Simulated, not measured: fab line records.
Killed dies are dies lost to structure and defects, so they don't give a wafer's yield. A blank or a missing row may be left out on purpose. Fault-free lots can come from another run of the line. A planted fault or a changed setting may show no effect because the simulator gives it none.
Chamber matching | flow rit-cmos | pecvd-02 running RIT_CONTACT_CVD_00: 3 sister chambers
The step deposits SiO2 from TEOS, target thk 400 nm, time 61 s. 6 wafers are shown with their chamber, then 7 later ones without.

## WAFERS, EACH WITH ITS CHAMBER
wafer  | chamber | heater-power-w (W)
L205.4 | 2       | 478
L211.2 | 1       | 253
L211.3 | 0       | 423
L211.6 | 2       | 477
L214.2 | 1       | 272
L214.3 | 0       | 470

## WAFERS WITH NO CHAMBER GIVEN
wafer  | heater-power-w (W)
L214.5 | 486
L216.3 | 477
L216.4 | 289
L216.5 | 423
L219.3 | 428
L219.4 | 262
L219.5 | 453

## WHICH CHAMBER EACH WENT THROUGH
wafer  | from the rows above     | in truth
L214.5 | can't be placed: 2 or 0 | 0
L216.3 | can't be placed: 2 or 0 | 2
L216.4 | 1                       | 1
L216.5 | can't be placed: 0 or 2 | 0
L219.3 | can't be placed: 0 or 2 | 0
L219.4 | 1                       | 1
L219.5 | can't be placed: 0 or 2 | 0
Correctly placed: 2 of 7. Can't be placed from these rows: 5 (the true chamber is among the candidates in 5). Placed wrongly: 0.
How it was worked out, from the rows above alone: a wafer's distance from a chamber is the root of the sum, over the readings, of the square of ((its reading less the chamber's mean) divided by the reading's scatter). If the next closest chamber is less than 2 further off than the closest, the wafer can't be placed; otherwise it belongs to the closest. The mean given for a chamber averages the wafers shown for that chamber. How the scatter is found: for the shown wafers, subtract from each reading the mean of its chamber, square and add these, divide the total by (wafers less chambers), then take the root.
